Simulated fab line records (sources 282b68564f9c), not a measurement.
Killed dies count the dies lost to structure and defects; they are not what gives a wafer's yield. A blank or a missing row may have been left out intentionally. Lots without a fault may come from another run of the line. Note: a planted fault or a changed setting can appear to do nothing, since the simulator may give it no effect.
fab line records    flow rit_cmos
[record] lots = 6  wafers = 18  last_day = 7
route steps=202 shown NSD@138 PSD@142 SDANNEAL@153 M1@202
lots untouched by any fault: they come from a run of this same line in which no faults occurred
start_h: the number of hours between the record's first day and the start of the first shown wafer of the lot    wait_h: hours from the lot's prior step to this one    " identical to the entry in the row above    L1.1+2: several wafers, shown together as one row    - no value present, or no start provided    * or withheld: withheld    < > ~ a bound
route shown NAME@n: a module of which the file shows steps, and the number in the route of the first    usual: mean and standard deviation over wafers with no fault    same: alike in all rows    chamber/n: place in a boat    sites: per-site readings    _std_site: the values' standard deviation    _edge_site: mean of outer sites minus mean of inner sites    radius_mm: how far each site lies from the wafer's centre    mask NAME#n: copy n    behind: the last tool/chamber to shape the wafer    hold: what put the lot on hold/how long, in hours/how the hold closed    device: whichever transistor did not switch (one of n, p or np)    end of line: the same wafers' tests at the end of the route    a step without rows: its recipe alone    killed: dies that structure and defects cost at the first sort, which is not the same as the wafer's yield    map: shows each die of a wafer: x if killed, . if not, _ if none is there
set.NAME: the setting the step ran with; set.NAME@STEP: the setting that earlier step ran with    model.NAME: the simulator's own value behind a step, which no gauge read
lots seen at some steps along the route; tables by step, rows by wafer
services: the hour from which a tool's chamber was out of use, counted from the record's first day as start_h (under 0 if before that day), plus the number of hours and why
[[steps]]
[step RIT_NSD_HARDBAKE_07]
[recipe] resist = NOVOLAK  temp_c = 140  time_s = 60
[step RIT_NSD_IMPLANT_08]
[recipe] species = P  energy_kev = 25  dose_cm2 = 1e+15  tilt_deg = 7
[step RIT_NSD_STRIP_09]
[recipe] chemistry = O2  time_s = 180  resist = NOVOLAK  platen_temp_c = withheld  power_w = 500  pressure_mtorr = 4000  o2_flow_sccm = 4000
[usual] drypump_motor_current_A = 5.7/0.43  rf_refl_power_W = 5.5/1.4
lot.wafer  tool             chamber  start_h  wait_h  drypump_motor_current_A  rf_hours_counter_h  rf_refl_power_W
L721.2     plasma_asher-02  1        66.57    0.1     5.2                      45                  10.1
L721.5     "                0        "        "       6.2                      -                   5.2
L721.6     "                1        "        "       5.3                      -                   9.8
L724.2     plasma_asher-04  1        78.72    0.1     6.0                      43                  4.2
L724.3     "                0        "        "       5.3                      -                   5.2
L724.4     "                1        "        "       6.0                      -                   4.1
L725.2     plasma_asher-04  0        82.74    0.1     5.3                      43                  5.6
L725.3     "                0        "        "       5.3                      -                   5.8
L725.6     "                0        "        "       5.3                      -                   5.5
L727.3     plasma_asher-01  1        99.34    0.1     5.1                      -                   6.2
L727.5     "                0        "        "       6.1                      -                   5.8
L727.6     "                1        "        "       5.1                      -                   6.3
L734.2     plasma_asher-04  0        131.26   0.1     5.3                      49                  5.5
L734.3     "                1        "        "       6.0                      -                   4.1
L734.5     "                0        "        "       5.3                      -                   5.3
L739.2     plasma_asher-04  1        154.17   0.1     6.0                      52                  4.1
L739.3     "                0        "        "       5.3                      -                   5.5
L739.5     "                1        "        "       6.0                      -                   4.1
[step RIT_NSD_TW_MEAS_10]
[usual] NSD_TW = 3117/15
lot.wafer  tool           chamber  start_h  wait_h  NSD_TW
L721.2     film_metro-02  -        66.76    0.1     3124
L721.5     "              -        "        "       3106
L721.6     "              -        "        "       3128
L724.2     film_metro-01  -        78.90    0.1     3089
L724.3     "              -        "        "       3102
L724.4     "              -        "        "       3109
L725.2     film_metro-02  -        82.93    0.1     3117
L725.3     "              -        "        "       3116
L725.6     "              -        "        "       3106
L727.3     film_metro-04  -        99.48    0.1     3120
L727.5     "              -        "        "       3115
L727.6     "              -        "        "       3119
L734.2     film_metro-02  -        131.45   0.1     3103
L734.3     "              -        "        "       3126
L734.5     "              -        "        "       3124
L739.2     film_metro-02  -        154.36   0.1     3131
L739.3     "              -        "        "       3138
L739.5     "              -        "        "       3137
[step RIT_PSD_HMDS_00]
[recipe] prime_time_s = 60  prime_temp_c = 140
[step RIT_PSD_COAT_01]
[recipe] resist = NOVOLAK  spin_rpm = 3250  resist_thk_nm = 1000
[step RIT_PSD_SOFTBAKE_02]
[recipe] resist = NOVOLAK  temp_c = 90  time_s = 60
[step RIT_PSD_EXPOSE_03]
[recipe] mask_id = M10  na = 0.57  target_cd_nm = 40900  dose_mj = 250
[step RIT_PSD_PEB_04]
[recipe] resist = NOVOLAK  temp_c = withheld  time_s = withheld
[step RIT_PSD_DEVELOP_05]
[recipe] resist = NOVOLAK  develop_time_s = 50  dev_temp_c = 23
[step RIT_PSD_OVL_MEAS_06]
[usual] PSD_OVL = -1.3/1.6
lot.wafer  tool        chamber  start_h  wait_h  PSD_OVL[nm]
L721.2     overlay-02  -        67.66    -       -0.5
L721.5     "           -        "        "       -1.5
L721.6     "           -        "        "       -0.8
L724.2     overlay-01  -        79.81    -       -3.4
L724.3     "           -        "        "       -2.1
L724.4     "           -        "        "       -3.2
L725.2     overlay-01  -        83.83    -       -2.3
L725.3     "           -        "        "       -2.2
L725.6     "           -        "        "       -2.4
L727.3     overlay-01  -        100.50   -       -1.1
L727.5     "           -        "        "       -1.9
L727.6     "           -        "        "       -1.8
L734.2     overlay-02  -        132.36   -       0.5
L734.3     "           -        "        "       0.7
L734.5     "           -        "        "       0.4
L739.2     overlay-01  -        155.26   -       -0.4
L739.3     "           -        "        "       -1.9
L739.5     "           -        "        "       -1.4
[step RIT_PSD_HARDBAKE_07]
[recipe] resist = NOVOLAK  temp_c = 140  time_s = 60
[step RIT_PSD_IMPLANT_08]
[recipe] species = BF2  energy_kev = 27  dose_cm2 = 5e+15  tilt_deg = 7
[usual] beam_energy_keV = 27.002/0.0094  dose_ions_cm2 = 4.999e+15/6e+12
lot.wafer  tool          chamber  start_h  wait_h  beam_energy_keV  dose_ions_cm2  model.implant.rp_nm  model.implant.drp_nm
L721.2     implanter-02  0        67.87    0.1     27.013           4.994e+15      22.11                12.05
L721.5     "             0        "        "       27.007           4.997e+15      22.11                12.05
L721.6     "             0        "        "       26.989           4.991e+15      22.11                12.05
L724.2     implanter-01  0        80.01    0.1     27.020           4.997e+15      22.82                12.05
L724.3     "             0        "        "       27.015           4.999e+15      22.82                12.05
L724.4     "             0        "        "       27.015           5e+15          22.82                12.05
L725.2     implanter-04  0        84.31    0.1     32.927           5e+15          25.79                13.85
L725.3     "             0        "        "       32.927           4.999e+15      25.79                13.85
L725.6     "             0        "        "       32.928           5e+15          25.79                13.85
L727.3     implanter-04  0        100.73   0.1     32.927           5.012e+15      25.57                13.85
L727.5     "             0        "        "       32.929           4.997e+15      25.57                13.85
L727.6     "             0        "        "       32.940           4.998e+15      25.57                13.85
L734.2     implanter-01  0        132.56   0.1     27.001           4.994e+15      22.47                12.05
L734.3     "             0        "        "       26.995           4.994e+15      22.47                12.05
L734.5     "             0        "        "       27.006           4.993e+15      22.47                12.05
L739.2     implanter-04  0        155.47   0.1     27.005           5e+15          22.5                 12.05
L739.3     "             0        "        "       26.997           5.008e+15      22.5                 12.05
L739.5     "             0        "        "       26.989           5.004e+15      22.5                 12.05
[step RIT_PSD_STRIP_09]
[recipe] chemistry = O2  time_s = 180  resist = NOVOLAK  platen_temp_c = withheld  power_w = 500  pressure_mtorr = 4000  o2_flow_sccm = 4000
[usual] drypump_motor_current_A = 5.5/0.46  rf_refl_power_W = 6.5/1.3
lot.wafer  tool             chamber  start_h  wait_h  drypump_motor_current_A  rf_hours_counter_h  rf_refl_power_W
L721.2     plasma_asher-03  0        67.99    0.1     5.2                      23                  7.4
L721.5     "                0        "        "       5.2                      -                   7.3
L721.6     "                1        "        "       5.4                      -                   4.9
L724.2     plasma_asher-03  0        80.14    0.1     5.2                      24                  7.5
L724.3     "                0        "        "       5.2                      -                   8.2
L724.4     "                1        "        "       5.4                      -                   5.0
L725.2     plasma_asher-01  1        84.44    0.1     5.1                      48                  6.1
L725.3     "                1        "        "       5.1                      -                   6.1
L725.6     "                1        "        "       5.1                      -                   6.2
L727.3     plasma_asher-01  0        100.89   0.1     6.1                      -                   6.1
L727.5     "                0        "        "       6.1                      -                   6.1
L727.6     "                1        "        "       5.1                      -                   6.1
L734.2     plasma_asher-02  0        132.69   0.1     6.2                      2                   5.6
L734.3     "                1        "        "       5.3                      -                   9.4
L734.5     "                0        "        "       6.2                      -                   5.5
L739.2     plasma_asher-03  1        155.59   0.1     5.4                      32                  4.9
L739.3     "                0        "        "       5.2                      -                   7.6
L739.5     "                0        "        "       5.2                      -                   7.8
[step RIT_PSD_TW_MEAS_10]
[usual] PSD_TW = 3417/20
lot.wafer  tool           chamber  start_h  wait_h  PSD_TW
L721.2     film_metro-01  -        68.18    0.1     3410
L721.5     "              -        "        "       3386
L721.6     "              -        "        "       3406
L724.2     film_metro-01  -        80.32    0.1     3425
L724.3     "              -        "        "       3422
L724.4     "              -        "        "       3429
L725.2     film_metro-01  -        84.62    0.1     3599
L725.3     "              -        "        "       3583
L725.6     "              -        "        "       3589
L727.3     film_metro-01  -        101.02   0.1     3603
L727.5     "              -        "        "       3591
L727.6     "              -        "        "       3599
L734.2     film_metro-01  -        132.87   0.1     3452
L734.3     "              -        "        "       3434
L734.5     "              -        "        "       3438
L739.2     film_metro-02  -        155.78   0.1     3471
L739.3     "              -        "        "       3441
L739.5     "              -        "        "       3456
[step RIT_SDANNEAL_CLEAN_00]
[recipe] chemistry = SC1  mix = 3:3:50  time_s = 600  temp_c = 75
[step RIT_SDANNEAL_CLEAN_01]
[recipe] chemistry = dHF  dilution = 50:1  time_s = 30
[step RIT_SDANNEAL_CLEAN_02]
[recipe] chemistry = SC2  mix = 3:3:50  time_s = 600  temp_c = 75  dry = n2_spin
[step RIT_SDANNEAL_RTA_03]
[recipe] temp_c = 1050  time_s = 5  idle_temp_c = 600  ramp_up_c_per_s = 342  ramp_down_c_per_s = 171  cool_to_c = 600  ambient = N2
[usual] anneal_temp_c_max = 1054.9/2.5  chamber_o2_ppm = 1.996/0.022  wafer_temp_C_max = 1053.6/1.3
lot.wafer  tool           chamber  start_h  wait_h  anneal_temp_c_max  chamber_o2_ppm  wafer_temp_C_max
L721.2     rtp_anneal-01  0        68.60    0.0     1052.8             2.016           1051.9
L721.5     "              0        "        "       1053.6             2.017           1055.4
L721.6     "              0        "        "       1053.5             1.989           1054.7
L724.2     rtp_anneal-02  0        81.13    0.0     1058.0             2.001           1052.4
L724.3     "              0        "        "       1055.9             1.988           1053.1
L724.4     "              0        "        "       1057.5             1.987           1055.0
L725.2     rtp_anneal-01  0        85.07    0.0     1052.7             2.004           1051.8
L725.3     "              0        "        "       1055.0             2.024           1053.4
L725.6     "              0        "        "       1053.3             2.005           1053.5
L727.3     rtp_anneal-01  0        101.50   0.0     1052.6             2.018           1054.8
L727.5     "              0        "        "       1052.2             1.991           1053.2
L727.6     "              0        "        "       1052.2             1.985           1052.3
L734.2     rtp_anneal-02  0        133.36   0.0     1056.9             2.031           1051.5
L734.3     "              0        "        "       1055.8             2.015           1051.8
L734.5     "              0        "        "       1057.2             2.020           1052.8
L739.2     rtp_anneal-01  0        156.24   0.0     1053.8             2.000           1052.9
L739.3     "              0        "        "       1052.5             1.969           1052.6
L739.5     "              0        "        "       1052.9             1.974           1053.6
[step RIT_SDANNEAL_RS_MEAS_04]
[recipe] thk_meas_gauge = four-point-probe
[usual] PSD_RS = 115.6/0.32
lot.wafer  tool           chamber  start_h  wait_h  PSD_RS[ohm/sq]
L721.2     film_metro-02  -        68.67    0.1     115.7
L721.5     "              -        "        "       115.8
L721.6     "              -        "        "       115.6
L724.2     film_metro-01  -        81.20    0.1     115.6
L724.3     "              -        "        "       115.7
L724.4     "              -        "        "       115.3
L725.2     film_metro-04  -        85.14    0.1     104.2
L725.3     "              -        "        "       104.1
L725.6     "              -        "        "       103.8
L727.3     film_metro-04  -        101.58   0.1     104.1
L727.5     "              -        "        "       104.0
L727.6     "              -        "        "       104.1
L734.2     film_metro-01  -        133.43   0.1     115.7
L734.3     "              -        "        "       115.3
L734.5     "              -        "        "       115.2
L739.2     film_metro-01  -        156.31   0.1     115.7
L739.3     "              -        "        "       115.4
L739.5     "              -        "        "       115.6
[step RIT_SDANNEAL_RS_MEAS_05]
[recipe] thk_meas_gauge = four-point-probe
[usual] NSD_RS = 84.4/0.33
lot.wafer  tool           chamber  start_h  wait_h  NSD_RS[ohm/sq]
L721.2     film_metro-02  -        68.79    0.1     84.4
L721.5     "              -        "        "       84.7
L721.6     "              -        "        "       84.3
L724.2     film_metro-01  -        81.32    0.1     84.4
L724.3     "              -        "        "       84.3
L724.4     "              -        "        "       84.3
L725.2     film_metro-04  -        85.26    0.1     84.5
L725.3     "              -        "        "       84.5
L725.6     "              -        "        "       85.0
L727.3     film_metro-04  -        101.70   0.1     84.7
L727.5     "              -        "        "       84.8
L727.6     "              -        "        "       84.8
L734.2     film_metro-01  -        133.55   0.1     84.5
L734.3     "              -        "        "       84.6
L734.5     "              -        "        "       84.4
L739.2     film_metro-01  -        156.43   0.1     84.1
L739.3     "              -        "        "       83.7
L739.5     "              -        "        "       83.7
[step RIT_M1_PROBE_99]
[usual] killed_at_contacts = 0.1/0.32  killed_at_front_end = 7/3  killed_dies = 7/3.1  killed_open = 3.3/1.8  killed_short = 3.6/2
[same] gross_dies = 264  killed_at_M0_to_M3 = 0  killed_at_M4_up = 0  killed_at_back_side = 0  killed_at_other = 0
lot.wafer  tool       chamber  start_h  wait_h  killed_at_contacts  killed_at_front_end  killed_dies  killed_open  killed_short  model.etest.pmos_turned.r_on_ohm_um  model.etest.pmos_0p15.r_on_ohm_um  model.etest.nmos_0p15.r_on_ohm_um  model.etest.nmos_0p15.drive_ua_um  model.etest.pmos_0p15.drive_ua_um  model.etest.npoly_line.line_ohm_um  model.etest.ppoly_line.line_ohm_um  model.etest.contact_pplus.end_ohm_um
L721.2     prober-02  -        76.08    0.1     0                   6                    6            5            1             3412                                 2776                               1158                               434.7                              254.4                              164.6                               156.9                               44.66
L721.5     prober-02  -        76.23    0.2     0                   14                   14           5            9             3415                                 2736                               1186                               450.6                              259                                170.3                               163.9                               43.6
L721.6     prober-02  -        76.28    0.2     0                   5                    5            2            3             3446                                 2769                               1161                               435.2                              252.1                              164.1                               158.2                               43.48
L724.2     prober-01  -        89.04    0.1     0                   5                    5            2            3             3213                                 2604                               1109                               473                                270.5                              168.7                               160.1                               42.17
L724.3     prober-01  -        89.09    0.2     0                   2                    2            1            1             3281                                 2670                               1183                               473.6                              270.2                              171.8                               164.5                               42.11
L724.4     prober-01  -        89.14    0.2     0                   6                    6            1            5             3249                                 2627                               1138                               471.5                              271.7                              173.4                               164.9                               41.9
L725.2     prober-02  -        92.61    0.1     0                   6                    6            2            4             3184                                 2588                               1111                               480.3                              274.4                              169.9                               165.7                               39.04
L725.3     prober-02  -        92.66    0.2     0                   6                    6            5            1             3301                                 2661                               1136                               464.4                              264.1                              166.9                               160.2                               40.2
L725.6     prober-02  -        92.81    0.2     0                   6                    6            4            2             3195                                 2595                               1138                               477.4                              277                                171.3                               161.3                               38.89
L727.3     prober-02  -        109.48   0.2     0                   7                    7            3            4             3453                                 2699                               1071                               485.9                              259.2                              177.3                               169.2                               40.17
L727.5     prober-02  -        109.58   0.2     0                   10                   10           5            5             3380                                 2691                               1097                               500.2                              266.9                              180.2                               171.7                               39.67
L727.6     prober-02  -        109.63   0.2     0                   4                    4            1            3             3346                                 2663                               1077                               504.3                              270.8                              183.8                               176.2                               40.03
L734.2     prober-01  -        140.78   0.1     0                   5                    5            2            3             3476                                 2758                               1116                               479                                257.2                              168.3                               160.8                               43.44
L734.3     prober-01  -        140.83   0.2     0                   6                    6            3            3             3548                                 2884                               1142                               468.4                              245.6                              165.9                               158.9                               44.04
L734.5     prober-01  -        140.93   0.2     0                   8                    8            3            5             3501                                 2811                               1128                               475.3                              254.7                              164.8                               162                                 43.09
L739.2     prober-02  -        163.92   0.1     0                   5                    5            4            1             3328                                 2720                               1115                               483.1                              263.2                              165.1                               163                                 42.54
L739.3     prober-02  -        163.97   0.2     1                   6                    7            3            4             3427                                 2772                               1154                               473.1                              256.1                              163.3                               161                                 42.44
L739.5     prober-02  -        164.07   0.2     1                   13                   14           5            8             3349                                 2697                               1103                               485.6                              262.2                              168.1                               161.2                               43.35
// killed by level:class
L721.2 GATE:geometric_particle:open=3 REOX:geometric_particle:open=1 SILICIDE:geometric_particle:short=1 SILICIDE:geometric_particle:open=1
L721.5 GATE:geometric_particle:short=4 REOX:geometric_particle:short=2 SPACER:geometric_particle:open=2 SILICIDE:geometric_particle:short=2 FOX1:geometric_particle:short=1 FOX1:geometric_particle:open=1 FOX2:geometric_particle:open=1 SILICIDE:geometric_particle:open=1
L721.6 GATE:geometric_particle:short=2 GATE:geometric_particle:open=1 SPACER:geometric_particle:open=1 SILICIDE:geometric_particle:short=1
L724.2 SILICIDE:geometric_particle:short=2 GATE:geometric_particle:open=1 GATE:geometric_particle:short=1 REOX:geometric_particle:open=1
L724.3 GATE:geometric_particle:short=1 GATE:geometric_particle:open=1
L724.4 GATE:geometric_particle:short=4 GATE:geometric_particle:open=1 REOX:geometric_particle:short=1
L725.2 GATE:geometric_particle:short=2 FOX2:geometric_particle:short=1 GATE:geometric_particle:open=1 REOX:geometric_particle:short=1 SPACER:geometric_particle:open=1
L725.3 GATE:geometric_particle:open=4 FOX1:geometric_particle:short=1 SPACER:geometric_particle:open=1
L725.6 REOX:geometric_particle:open=3 FOX1:geometric_particle:open=1 GATE:geometric_particle:short=1 REOX:geometric_particle:short=1
L727.3 REOX:geometric_particle:open=2 FOX1:geometric_particle:open=1 FOX2:geometric_particle:short=1 GATE:geometric_particle:short=1 REOX:geometric_particle:short=1 SILICIDE:geometric_particle:short=1
L727.5 GATE:geometric_particle:short=2 GATE:geometric_particle:open=2 SPACER:geometric_particle:open=2 SILICIDE:geometric_particle:short=2 FOX1:geometric_particle:short=1 REOX:geometric_particle:open=1
L727.6 FOX2:geometric_particle:short=1 GATE:geometric_particle:short=1 REOX:geometric_particle:short=1 REOX:geometric_particle:open=1
L734.2 SPACER:geometric_particle:short=2 GATE:geometric_particle:open=1 SILICIDE:geometric_particle:short=1 SILICIDE:geometric_particle:open=1
L734.3 GATE:geometric_particle:short=3 FOX1:geometric_particle:open=1 GATE:geometric_particle:open=1 REOX:geometric_particle:open=1
L734.5 GATE:geometric_particle:short=4 SPACER:geometric_particle:open=2 FOX2:geometric_particle:short=1 REOX:geometric_particle:open=1
L739.2 GATE:geometric_particle:open=3 FOX2:geometric_particle:open=1 GATE:geometric_particle:short=1
L739.3 SILICIDE:geometric_particle:open=2 FOX1:geometric_particle:short=1 FOX2:geometric_particle:short=1 GATE:geometric_particle:short=1 SPACER:geometric_particle:open=1 CONTACT:geometric_particle:short=1
L739.5 GATE:geometric_particle:short=5 GATE:geometric_particle:open=2 REOX:geometric_particle:short=2 ACTIVE:geometric_particle:short=1 FOX1:geometric_particle:open=1 SPACER:geometric_particle:open=1 SILICIDE:geometric_particle:open=1 CONTACT:coat_microbubble_printed=1
[[services]]
tool             chamber  start_h  hours  kind
implanter-02     -        65.66    1.6    repair
plasma_asher-04  -        66.74    3.4    repair
implanter-01     -        74.73    2.6    repair
implanter-04     -        107.55   4.1    repair
plasma_asher-03  -        107.98   6.8    repair
plasma_asher-02  -        108.75   9.0    pm
plasma_asher-02  0        108.75   9.0    vent_cycle
plasma_asher-02  1        108.75   9.0    vent_cycle
plasma_asher-02  0        117.75   -      clean
plasma_asher-02  1        117.75   -      clean
implanter-02     -        125.77   1.2    repair
rtp_anneal-02    -        152.63   5.1    pm
plasma_asher-04  -        155.19   0.7    repair
[[key]]
[first_sign] step = RIT_PSD_IMPLANT_08  reading = beam_energy_keV  direction = up  sigmas = 99+  usual = 27.002  struck = 32.930
[effect] step = RIT_PSD_TW_MEAS_10  reading = PSD_TW  direction = up  sigmas = 8.7  usual = 3417  struck = 3594
[effect] step = RIT_SDANNEAL_RS_MEAS_04  reading = PSD_RS  direction = down  sigmas = 36  usual = 115.6  struck = 104.0
[model_effect] step = RIT_PSD_IMPLANT_08  value = implant.rp_nm  without = 21.87  struck = 25.68
[model_effect] step = RIT_M1_PROBE_99  value = etest.pmos_turned.r_on_ohm_um  without = 3437  struck = 3310
met_at RIT_PSD_IMPLANT_08
struck_wafers L725.2,L725.3,L725.6,L727.3,L727.5,L727.6
tester_left_out L725,L727
[fault] kind = process_parameter_drift  tool = implanter-04  chamber = -  onset_h = 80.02  steps = RIT_PSD_IMPLANT_08  channel = energy_kev  offset = 5.94  shape = step  end_h = 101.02  acts_in = these_recipes_only  stated = 27
// tester_left_out: of these lots the tester's yield and bins aren't shown, on N5 and GAA mostly nor the transistor test; their killed dies are dies lost to structure and defects alone, not to doping, threshold or leakage, so they don't give the yield
